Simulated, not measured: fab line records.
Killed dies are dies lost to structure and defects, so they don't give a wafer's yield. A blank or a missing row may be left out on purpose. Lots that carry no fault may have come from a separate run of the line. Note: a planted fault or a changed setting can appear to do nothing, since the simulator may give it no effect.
fab line records	flow rit-cmos
record lots=6	wafers=18	last-day=6
route steps=202 shown CONTACT@170 M1@184
lots that met no fault: from a run of the same line without faults
start-h: the number of hours between the record's first day and the start of the first shown wafer of the lot	wait-h: hours from the lot's prior step to this one	" repeats the value in the row above	L1.1+2: a row that stands for several wafers	- no value present, or no start provided	* or withheld: withheld	< > ~ a bound
route shown NAME@n: a module of which the file shows steps, and the number in the route of the first	usual: average and standard deviation across the fault-free wafers	same: alike in all rows	chamber/n: place in a boat	sites: readings site by site	_std_site: standard deviation of those values	_edge_site: the outer-site mean with the inner-site mean subtracted	radius-mm: how far each site lies from the wafer's centre	mask NAME#n: copy n	behind: the most recent tool/chamber to have shaped the wafer	hold: the reason the lot was held/the length of the hold in hours/how it ended	device: the n, p or np transistor that did not switch	end of line: the same wafers' tests at the end of the route	a step without rows: its recipe alone	killed: dies lost to structure and defects at the first sort, not the wafer's yield	map: a wafer's dies, x killed, . not, _ none there
set.NAME: the setting the step ran with; set.NAME@STEP: the setting that earlier step ran with	model.NAME: the simulator's own value behind a step, which no gauge read
lots seen at some steps along the route; tables by step, rows by wafer
services: a tool's chamber out of use, with start hour (start-h, from the record's first day; less than 0 if before it), hours out, and reason
## steps
# step RIT_CONTACT_HMDS_02
# recipe prime-time-s=60	prime-temp-c=140
# step RIT_CONTACT_COAT_03
# recipe resist=NOVOLAK	spin-rpm=3250	resist-thk-nm=1000
# step RIT_CONTACT_SOFTBAKE_04
# recipe resist=NOVOLAK	temp-c=90	time-s=60
# step RIT_CONTACT_EXPOSE_05
# recipe mask-id=M11	na=0.6	source-shape=conventional	sigma-outer=0.5	target-cd-nm=1000	dose-mj=250
# step RIT_CONTACT_PEB_06
# recipe resist=NOVOLAK	temp-c=withheld	time-s=withheld
# step RIT_CONTACT_DEVELOP_07
# recipe resist=NOVOLAK	develop-time-s=120	dev-temp-c=23
# step RIT_CONTACT_CD_MEAS_08
# recipe target-cd-nm=1000
# usual cd-nm=999.5/2.4
lot.wafer	tool	chamber	start-h	wait-h	cd-nm
L377.2	cd-sem-02	-	80.96	-	1003.9
L377.3	"	-	"	"	1001.4
L377.6	"	-	"	"	1003.1
L383.1	cd-sem-02	-	114.63	-	998.0
L383.3	"	-	"	"	996.4
L383.4	"	-	"	"	997.2
L384.1	cd-sem-02	-	117.11	-	997.5
L384.2	"	-	"	"	997.9
L384.4	"	-	"	"	996.6
L386.2	cd-sem-01	-	129.19	-	1003.8
L386.3	"	-	"	"	1004.6
L386.4	"	-	"	"	1003.2
L388.1	cd-sem-01	-	133.46	-	999.4
L388.5	"	-	"	"	1002.3
L388.6	"	-	"	"	1002.8
L389.1	cd-sem-02	-	142.70	-	999.7
L389.2	"	-	"	"	998.3
L389.4	"	-	"	"	1000.1
# step RIT_CONTACT_OVL_MEAS_09
# usual CONTACT_OVL=-0.3/1.2
lot.wafer	tool	chamber	start-h	wait-h	CONTACT_OVL[nm]
L377.2	overlay-02	-	81.07	0.1	0.2
L377.3	"	-	"	"	-1.2
L377.6	"	-	"	"	-0.8
L383.1	overlay-02	-	114.75	0.1	-1.3
L383.3	"	-	"	"	0.8
L383.4	"	-	"	"	-1.7
L384.1	overlay-02	-	117.23	0.1	-0.3
L384.2	"	-	"	"	0.1
L384.4	"	-	"	"	-0.7
L386.2	overlay-01	-	129.29	0.1	1.0
L386.3	"	-	"	"	0.4
L386.4	"	-	"	"	0.8
L388.1	overlay-02	-	133.58	0.1	1.0
L388.5	"	-	"	"	1.8
L388.6	"	-	"	"	2.6
L389.1	overlay-02	-	142.82	0.1	-1.5
L389.2	"	-	"	"	-2.7
L389.4	"	-	"	"	-2.3
# step RIT_CONTACT_HARDBAKE_10
# recipe resist=NOVOLAK	temp-c=140	time-s=60
# step RIT_CONTACT_ETCH_11
# recipe target-depth-a=4800	over-etch-frac=0.2	stop-on=TiSi2	chemistry=CHF3/CF4/Ar	target=SiO2	CHF3_flow_sccm=50	cf4-flow-sccm=10	Ar_flow_sccm=100	O2_flow_sccm=5	pressure-mtorr=100	rf-w=200	time-s=320
# usual drypump-motor-current-A=5.8/0.43	oes-product-au=0.980/0.018	throttle-valve-pct=8.83/0.16
# same time-s=320
lot.wafer	tool	chamber	start-h	wait-h	drypump-motor-current-A	oes-product-au	rf-hours-counter-h	throttle-valve-pct
L377.2	rie-diel-04	2	81.30	0.1	6.4	0.976	7	8.93
L377.3	"	0	"	"	5.3	0.945	112	8.78
L377.6	"	0	"	"	5.3	0.959	-	8.78
L383.1	rie-diel-01	0	114.93	0.1	5.7	0.983	1	8.58
L383.3	"	2	"	"	5.6	0.986	37	8.64
L383.4	"	3	"	"	5.7	1.003	32	9.10
L384.1	rie-diel-04	3	117.61	0.1	6.5	0.981	6	8.93
L384.2	"	1	"	"	5.7	0.985	79	8.60
L384.4	"	1	"	"	5.7	0.977	-	8.60
L386.2	rie-diel-01	1	129.47	0.1	5.4	0.975	47	8.97
L386.3	"	2	"	"	5.6	0.985	38	8.66
L386.4	"	0	"	"	5.8	0.989	1	8.58
L388.1	rie-diel-02	1	133.77	0.1	5.3	1.010	15	8.78
L388.5	"	0	"	"	5.9	0.963	-	8.97
L388.6	"	1	"	"	5.3	1.001	-	8.76
L389.1	rie-diel-04	1	143.01	0.1	5.7	0.984	79	8.61
L389.2	"	0	"	"	5.3	0.945	114	8.79
L389.4	"	3	"	"	6.5	0.986	7	8.92
# step RIT_CONTACT_STRIP_12
# recipe chemistry=O2	time-s=180	resist=NOVOLAK	platen-temp-c=withheld	power-w=500	pressure-mtorr=4000	o2-flow-sccm=4000
# usual drypump-motor-current-A=5.45/0.14
# same time-s=180
lot.wafer	tool	chamber	start-h	wait-h	drypump-motor-current-A	rf-hours-counter-h
L377.2	plasma-asher-03	1	81.50	0.1	5.31	44
L377.3	"	0	"	"	5.55	-
L377.6	"	0	"	"	5.52	-
L383.1	plasma-asher-03	0	115.13	0.1	5.56	48
L383.3	"	0	"	"	5.56	-
L383.4	"	1	"	"	5.32	-
L384.1	plasma-asher-01	0	117.80	0.1	5.40	0
L384.2	"	1	"	"	5.47	0
L384.4	"	1	"	"	5.45	-
L386.2	plasma-asher-01	1	129.67	0.1	5.44	1
L386.3	"	1	"	"	5.47	-
L386.4	"	0	"	"	5.40	-
L388.1	plasma-asher-04	1	133.96	0.1	5.72	35
L388.5	"	0	"	"	5.28	-
L388.6	"	1	"	"	5.73	-
L389.1	plasma-asher-04	1	143.20	0.1	5.72	36
L389.2	"	0	"	"	5.26	36
L389.4	"	0	"	"	5.28	-
# step RIT_CONTACT_CD_MEAS_90
# recipe target-cd-nm=1000
# usual cd-nm=999.5/2.4
lot.wafer	tool	chamber	start-h	wait-h	cd-nm
L377.2	cd-sem-02	-	81.69	0.1	1003.6
L377.3	"	-	"	"	1001.0
L377.6	"	-	"	"	1003.1
L383.1	cd-sem-02	-	115.30	0.1	998.0
L383.3	"	-	"	"	996.2
L383.4	"	-	"	"	997.6
L384.1	cd-sem-02	-	117.97	0.1	997.6
L384.2	"	-	"	"	997.9
L384.4	"	-	"	"	996.3
L386.2	cd-sem-01	-	129.86	0.1	1004.8
L386.3	"	-	"	"	1004.1
L386.4	"	-	"	"	1003.2
L388.1	cd-sem-01	-	134.14	0.1	999.5
L388.5	"	-	"	"	1002.4
L388.6	"	-	"	"	1003.2
L389.1	cd-sem-01	-	143.38	0.1	999.8
L389.2	"	-	"	"	998.2
L389.4	"	-	"	"	1000.4
# step RIT_CONTACT_CLEAN_13
# recipe chemistry=SC1	mix=3:3:50	time-s=600	temp-c=73.97
# same time-s=600
lot.wafer	tool	chamber	start-h	wait-h
L377.2+3+6	wet-bench-03	1	81.79	0.1
L383.1+3+4	wet-bench-04	2	115.42	0.1
L384.1+2+4	wet-bench-04	2	118.09	0.1
L386.2+3+4	wet-bench-01	0	129.96	0.1
L388.1+5+6	wet-bench-03	2	134.26	0.1
L389.1+2+4	wet-bench-04	0	143.50	0.1
# step RIT_CONTACT_CLEAN_14
# recipe chemistry=SC2	mix=3:3:50	time-s=600	temp-c=75	dry=n2-spin
# step RIT_M1_SPUTTER_00
# recipe material=Al	target-thk-nm=400	power-w=2000	chamber-pressure-pa=0.4	gas=Ar	time-s=500	substrate-temp-c=25
# usual throttle-valve-pct=30.3/0.91
# same time-s=500
lot.wafer	tool	chamber	start-h	wait-h	throttle-valve-pct
L377.2	pvd-sputter-04	-	82.16	0.0	28.6
L377.3	"	-	"	"	30.8
L377.6	"	-	"	"	30.3
L383.1	pvd-sputter-04	-	115.79	0.0	30.4
L383.3	"	-	"	"	30.8
L383.4	"	-	"	"	28.5
L384.1	pvd-sputter-03	-	118.46	0.0	31.2
L384.2	"	-	"	"	30.5
L384.4	"	-	"	"	29.4
L386.2	pvd-sputter-04	-	130.33	0.0	30.3
L386.3	"	-	"	"	30.1
L386.4	"	-	"	"	28.5
L388.1	pvd-sputter-03	-	134.62	0.0	30.7
L388.5	"	-	"	"	31.3
L388.6	"	-	"	"	30.7
L389.1	pvd-sputter-04	-	143.85	0.0	30.4
L389.2	"	-	"	"	31.1
L389.4	"	-	"	"	30.3
# step RIT_M1_RS_MEAS_01
# recipe thk-meas-gauge=four-point-probe	reads=Al_of_M1_SPUTTER_00
# usual M1_AL_RS=0.0732/0.00083
lot.wafer	tool	chamber	start-h	wait-h	M1_AL_RS[ohm/sq]
L377.2	film-metro-01	-	82.47	0.2	0.0725
L377.3	"	-	"	"	0.0731
L377.6	"	-	"	"	0.0732
L383.1	film-metro-03	-	116.08	0.1	0.0744
L383.3	"	-	"	"	0.0742
L383.4	"	-	"	"	0.0739
L384.1	film-metro-03	-	118.76	0.1	0.0727
L384.2	"	-	"	"	0.0725
L384.4	"	-	"	"	0.0727
L386.2	film-metro-03	-	130.64	0.2	0.0738
L386.3	"	-	"	"	0.0739
L386.4	"	-	"	"	0.0732
L388.1	film-metro-01	-	134.92	0.1	0.0724
L388.5	"	-	"	"	0.0730
L388.6	"	-	"	"	0.0729
L389.1	film-metro-01	-	144.14	0.1	0.0734
L389.2	"	-	"	"	0.0734
L389.4	"	-	"	"	0.0731
# step RIT_M1_THK_MEAS_02
# recipe thk-meas-gauge=xrf	reads=Al_of_M1_SPUTTER_00
# usual M1_AL_THK=392/5
lot.wafer	tool	chamber	start-h	wait-h	M1_AL_THK[nm]
L377.2	film-metro-01	-	82.58	0.1	396
L377.3	"	-	"	"	394
L377.6	"	-	"	"	395
L383.1	film-metro-03	-	116.20	0.1	384
L383.3	"	-	"	"	389
L383.4	"	-	"	"	388
L384.1	film-metro-03	-	118.88	0.1	395
L384.2	"	-	"	"	397
L384.4	"	-	"	"	395
L386.2	film-metro-03	-	130.75	0.1	389
L386.3	"	-	"	"	389
L386.4	"	-	"	"	394
L388.1	film-metro-01	-	135.04	0.1	394
L388.5	"	-	"	"	392
L388.6	"	-	"	"	393
L389.1	film-metro-01	-	144.26	0.1	390
L389.2	"	-	"	"	391
L389.4	"	-	"	"	395
# step RIT_M1_HMDS_03
# recipe prime-time-s=60	prime-temp-c=140
# step RIT_M1_COAT_04
# recipe resist=NOVOLAK	spin-rpm=2000	resist-thk-nm=1300
# step RIT_M1_SOFTBAKE_05
# recipe resist=NOVOLAK	temp-c=90	time-s=60
# step RIT_M1_EXPOSE_06
# recipe mask-id=M12	na=0.6	source-shape=conventional	sigma-outer=0.5	target-cd-nm=2600	dose-mj=250
# step RIT_M1_PEB_07
# recipe resist=NOVOLAK	temp-c=withheld	time-s=withheld
# step RIT_M1_DEVELOP_08
# recipe resist=NOVOLAK	develop-time-s=68	dev-temp-c=23.79
# step RIT_M1_CD_MEAS_09
# recipe target-cd-nm=2600
# usual cd-nm=2600.1/2.1
lot.wafer	tool	chamber	start-h	wait-h	cd-nm
L377.2	cd-sem-02	-	83.53	-	2600.7
L377.3	"	-	"	"	2600.1
L377.6	"	-	"	"	2597.3
L383.1	cd-sem-01	-	117.31	-	2602.2
L383.3	"	-	"	"	2601.4
L383.4	"	-	"	"	2600.5
L384.1	cd-sem-01	-	119.97	-	2601.0
L384.2	"	-	"	"	2598.3
L384.4	"	-	"	"	2601.1
L386.2	cd-sem-01	-	131.70	-	2598.6
L386.3	"	-	"	"	2599.5
L386.4	"	-	"	"	2598.9
L388.1	cd-sem-02	-	136.02	-	2600.9
L388.5	"	-	"	"	2600.4
L388.6	"	-	"	"	2600.2
L389.1	cd-sem-02	-	145.20	-	2597.4
L389.2	"	-	"	"	2596.3
L389.4	"	-	"	"	2601.4
# step RIT_M1_OVL_MEAS_10
# usual M1_OVL=0.6/1.3
lot.wafer	tool	chamber	start-h	wait-h	M1_OVL[nm]
L377.2	overlay-01	-	83.64	0.1	0.3
L377.3	"	-	"	"	-0.8
L377.6	"	-	"	"	-1.2
L383.1	overlay-01	-	117.43	0.1	0.1
L383.3	"	-	"	"	1.7
L383.4	"	-	"	"	1.7
L384.1	overlay-02	-	120.09	0.1	-0.7
L384.2	"	-	"	"	1.0
L384.4	"	-	"	"	0.7
L386.2	overlay-01	-	131.81	0.1	1.4
L386.3	"	-	"	"	0.6
L386.4	"	-	"	"	1.3
L388.1	overlay-02	-	136.14	0.1	-0.9
L388.5	"	-	"	"	-1.1
L388.6	"	-	"	"	-0.1
L389.1	overlay-02	-	145.32	0.1	-0.1
L389.2	"	-	"	"	-1.8
L389.4	"	-	"	"	-0.7
# step RIT_M1_HARDBAKE_11
# recipe resist=NOVOLAK	temp-c=140	time-s=120
# step RIT_M1_METAL_ETCH_12
# recipe stop-on=SiO2	chemistry=Cl2/BCl3	target=Al	time-s=165	over-etch-frac=0.5	pressure-mtorr=100	target-depth-a=6000	rf-w=250	Cl2_flow_sccm=60	bcl3-flow-sccm=50
# usual drypump-motor-current-A=5.6/0.37	oes-product-au=0.776/0.012	throttle-valve-pct=8.29/0.14
# same time-s=165
lot.wafer	tool	chamber	start-h	wait-h	drypump-motor-current-A	oes-product-au	rf-hours-counter-h	throttle-valve-pct
L377.2	rie-metal-04	1	83.92	0.2	5.6	0.780	3	8.12
L377.3	"	1	"	"	5.6	0.784	-	8.13
L377.6	"	0	"	"	5.6	0.793	-	8.53
L383.1	rie-metal-04	1	117.71	0.2	5.6	0.774	3	8.12
L383.3	"	1	"	"	5.7	0.781	-	8.10
L383.4	"	0	"	"	5.7	0.800	-	8.53
L384.1	rie-metal-03	1	120.37	0.2	5.2	0.770	1	8.17
L384.2	"	0	"	"	6.2	0.783	1	8.32
L384.4	"	1	"	"	5.2	0.776	-	8.19
L386.2	rie-metal-03	0	132.09	0.2	6.2	0.768	1	8.34
L386.3	"	0	"	"	6.2	0.780	-	8.34
L386.4	"	1	"	"	5.2	0.773	-	8.19
L388.1	rie-metal-04	1	136.42	0.2	5.6	0.786	3	8.12
L388.5	"	1	"	"	5.6	0.781	-	8.11
L388.6	"	0	"	"	5.7	0.798	-	8.53
L389.1	rie-metal-03	1	145.61	0.2	5.2	0.761	2	8.18
L389.2	"	0	"	"	6.2	0.768	2	8.35
L389.4	"	0	"	"	6.2	0.778	-	8.33
# step RIT_M1_STRIP_13
# recipe chemistry=nmp	resist=NOVOLAK	temp-c=80	time-s=600	dry=n2-spin
# step RIT_M1_STRIP_14
# recipe chemistry=O2	time-s=180	platen-temp-c=withheld	power-w=500	pressure-mtorr=4000	o2-flow-sccm=4000
# usual drypump-motor-current-A=5.6/0.36
# same time-s=180
lot.wafer	tool	chamber	start-h	wait-h	drypump-motor-current-A	rf-hours-counter-h
L377.2	plasma-asher-03	0	84.27	0.0	5.5	45
L377.3	"	1	"	"	5.4	-
L377.6	"	0	"	"	5.5	-
L383.1	plasma-asher-02	1	118.05	0.0	5.4	47
L383.3	"	0	"	"	6.4	-
L383.4	"	1	"	"	5.4	-
L384.1	plasma-asher-01	0	120.71	0.0	5.5	1
L384.2	"	1	"	"	5.5	1
L384.4	"	0	"	"	5.4	-
L386.2	plasma-asher-01	1	132.44	0.0	5.5	2
L386.3	"	1	"	"	5.4	-
L386.4	"	0	"	"	5.4	-
L388.1	plasma-asher-03	0	136.76	0.0	5.5	51
L388.5	"	0	"	"	5.5	-
L388.6	"	1	"	"	5.4	-
L389.1	plasma-asher-01	0	145.96	0.0	5.4	3
L389.2	"	1	"	"	5.5	3
L389.4	"	1	"	"	5.5	-
# step RIT_M1_CD_MEAS_90
# recipe target-cd-nm=2600
# usual cd-nm=2599/3.2
lot.wafer	tool	chamber	start-h	wait-h	cd-nm
L377.2	cd-sem-01	-	84.46	0.1	2601
L377.3	"	-	"	"	2600
L377.6	"	-	"	"	2598
L383.1	cd-sem-01	-	118.22	0.1	2602
L383.3	"	-	"	"	2601
L383.4	"	-	"	"	2603
L384.1	cd-sem-01	-	120.89	0.1	2603
L384.2	"	-	"	"	2595
L384.4	"	-	"	"	2604
L386.2	cd-sem-01	-	132.64	0.1	2594
L386.3	"	-	"	"	2595
L386.4	"	-	"	"	2600
L388.1	cd-sem-01	-	136.94	0.1	2600
L388.5	"	-	"	"	2601
L388.6	"	-	"	"	2600
L389.1	cd-sem-02	-	146.13	0.1	2599
L389.2	"	-	"	"	2592
L389.4	"	-	"	"	2596
# step RIT_M1_ANNEAL_15
# recipe temp-c=450	time-s=1723	ambient=forming_gas_H2N2
# step RIT_M1_BOW_MEAS_16
# recipe mode=bow
# usual M1_BOW=17/6.7
lot.wafer	tool	chamber	start-h	wait-h	M1_BOW[um]
L377.2	film-metro-01	-	86.08	0.0	30
L377.3	"	-	"	"	20
L377.6	"	-	"	"	9
L383.1	film-metro-04	-	119.84	0.0	15
L383.3	"	-	"	"	14
L383.4	"	-	"	"	18
L384.1	film-metro-01	-	122.51	0.0	11
L384.2	"	-	"	"	22
L384.4	"	-	"	"	18
L386.2	film-metro-01	-	135.64	0.0	18
L386.3	"	-	"	"	3
L386.4	"	-	"	"	14
L388.1	film-metro-03	-	138.56	0.0	1
L388.5	"	-	"	"	9
L388.6	"	-	"	"	12
L389.1	film-metro-01	-	147.75	0.0	21
L389.2	"	-	"	"	34
L389.4	"	-	"	"	24
# step RIT_M1_PROBE_99
# usual killed-at-contacts=0.1/0.34	killed-at-front-end=6.6/2.7	killed-dies=6.7/2.7	killed-on-rim=1.8/1.3	killed-open=3.5/1.9	killed-short=3.1/1.8
# same gross-dies=264	killed_at_M0_to_M3=0	killed_at_M4_up=0	killed-at-back-side=0	killed-at-other=0
lot.wafer	tool	chamber	start-h	wait-h	killed-at-contacts	killed-at-front-end	killed-dies	killed-on-rim	killed-open	killed-short
L377.2	prober-02	-	86.23	0.1	0	4	4	0	3	1
L377.3	prober-02	-	86.28	0.2	0	3	3	0	2	1
L377.6	prober-02	-	86.43	0.2	0	8	8	2	5	3
L383.1	prober-02	-	119.96	0.1	24	6	30	3	3	3
L383.3	prober-02	-	120.06	0.2	28	8	36	0	7	2
L383.4	prober-02	-	120.11	0.2	24	8	32	1	5	3
L384.1	prober-01	-	122.63	0.1	27	5	32	2	3	2
L384.2	prober-01	-	122.68	0.1	26	6	32	1	3	3
L384.4	prober-01	-	122.78	0.2	26	5	31	2	3	2
L388.1	prober-01	-	138.68	0.1	0	1	1	0	0	1
L388.5	prober-01	-	138.88	0.2	0	7	7	3	4	3
L388.6	prober-01	-	138.93	0.2	0	7	7	3	4	3
L389.1	prober-02	-	147.87	0.1	0	8	8	1	2	6
L389.2	prober-02	-	147.92	0.1	0	7	7	3	5	2
L389.4	prober-02	-	148.02	0.2	0	12	12	4	6	6
# killed by level:class
L377.2 GATE:geometric-particle:open=2 SPACER:geometric-particle:open=1 SILICIDE:geometric-particle:short=1
L377.3 GATE:geometric-particle:open=2 GATE:geometric-particle:short=1
L377.6 FOX1:geometric-particle:open=2 FOX2:geometric-particle:open=1 GATE:geometric-particle:short=1 REOX:geometric-particle:open=1 SPACER:geometric-particle:short=1 SPACER:geometric-particle:open=1 SILICIDE:geometric-particle:short=1
L383.1 CONTACT:unspecified=24 REOX:geometric-particle:short=2 GATE:geometric-particle:short=1 GATE:geometric-particle:open=1 REOX:geometric-particle:open=1 SILICIDE:geometric-particle:open=1
L383.3 CONTACT:unspecified=27 FOX1:geometric-particle:short=2 GATE:geometric-particle:open=2 ACTIVE:geometric-particle:open=1 FOX1:geometric-particle:open=1 REOX:geometric-particle:open=1 SILICIDE:geometric-particle:open=1 CONTACT:geometric-particle:open=1
L383.4 CONTACT:unspecified=24 GATE:geometric-particle:open=2 SPACER:geometric-particle:short=2 SILICIDE:geometric-particle:open=2 GATE:geometric-particle:short=1 SPACER:geometric-particle:open=1
L384.1 CONTACT:unspecified=27 ACTIVE:geometric-particle:open=1 FOX1:geometric-particle:short=1 FOX2:geometric-particle:open=1 GATE:geometric-particle:open=1 SPACER:geometric-particle:short=1
L384.2 CONTACT:unspecified=26 SPACER:geometric-particle:short=2 GATE:geometric-particle:open=1 REOX:geometric-particle:short=1 SPACER:geometric-particle:open=1 SILICIDE:geometric-particle:open=1
L384.4 CONTACT:unspecified=26 GATE:geometric-particle:open=2 FOX1:geometric-particle:short=1 GATE:geometric-particle:short=1 REOX:geometric-particle:open=1
L388.1 SILICIDE:geometric-particle:short=1
L388.5 GATE:geometric-particle:short=2 FOX1:geometric-particle:open=1 FOX2:geometric-particle:open=1 GATE:geometric-particle:open=1 REOX:geometric-particle:open=1 SPACER:geometric-particle:short=1
L388.6 GATE:geometric-particle:short=3 GATE:geometric-particle:open=2 FOX1:geometric-particle:open=1 SPACER:geometric-particle:open=1
L389.1 GATE:geometric-particle:short=4 GATE:geometric-particle:open=2 REOX:geometric-particle:short=1 SILICIDE:geometric-particle:short=1
L389.2 GATE:geometric-particle:open=3 SPACER:geometric-particle:short=2 FOX2:geometric-particle:open=1 SILICIDE:geometric-particle:open=1
L389.4 FOX1:geometric-particle:short=3 FOX2:geometric-particle:open=3 GATE:geometric-particle:short=2 REOX:geometric-particle:open=2 FOX1:geometric-particle:open=1 FOX2:geometric-particle:short=1
# map L383.3 (x killed, . not)
________......._______
_____......x......____
____.......xx.xx...___
___.....x.xxxxxx.x..__
__........xxxxxx....._
__.......xxxxxxx....._
_.........xxx.x.......
_...........x.x.......
_.......x.............
_.....................
__..................._
__.............x....._
___.........x.......__
____.....x.........___
_____.............____
________......._______
# map L384.1 (x killed, . not)
________......._______
_____.............____
____.......xx.x....___
___......xxxxxx..x..__
__......xxxxxxxx....._
__........xxxxx.x...._
_..........xxxx...x...
_......x.............x
_.....................
_.....................
__..................._
__.x................._
___.................__
____...............___
_____.............____
________......._______
## services
tool	chamber	start-h	hours	kind
rie-metal-04	0	59.78	19.7	repair
rie-diel-02	2	63.37	2.7	repair
rie-diel-01	0	75.81	3.4	repair
rie-diel-04	2	85.69	40.9	repair
rie-diel-04	1	93.01	11.3	repair
plasma-asher-01	-	105.73	1.2	repair
plasma-asher-01	-	108.75	9.0	pm
plasma-asher-01	0	108.75	9.0	vent-cycle
plasma-asher-01	1	108.75	9.0	vent-cycle
plasma-asher-01	0	117.75	-	clean
plasma-asher-01	1	117.75	-	clean
pvd-sputter-04	-	127.96	1.3	repair
rie-diel-04	2	138.04	3.8	repair
## key
first-sign step=RIT_M1_PROBE_99	reading=killed-at-contacts	direction=up	sigmas=26	usual=0.1	struck=25.8
effect step=RIT_M1_PROBE_99	reading=killed-dies	direction=up	sigmas=9.3	usual=6.7	struck=32.2
met-at RIT_CONTACT_CLEAN_13
struck-wafers L383.1,L383.3,L383.4,L384.1,L384.2,L384.4
tester-left-out L383,L384
fault kind=chamber-particle-source	tool=wet-bench-04	chamber=2	onset-h=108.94	steps=RIT_CONTACT_CLEAN_13	rate-per-visit-cm2=0.5649	end-h=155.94
# tester-left-out: of these lots the tester's yield and bins aren't shown, on N5 and GAA mostly nor the transistor test; their killed dies are dies lost to structure and defects alone, not to doping, threshold or leakage, so they don't give the yield
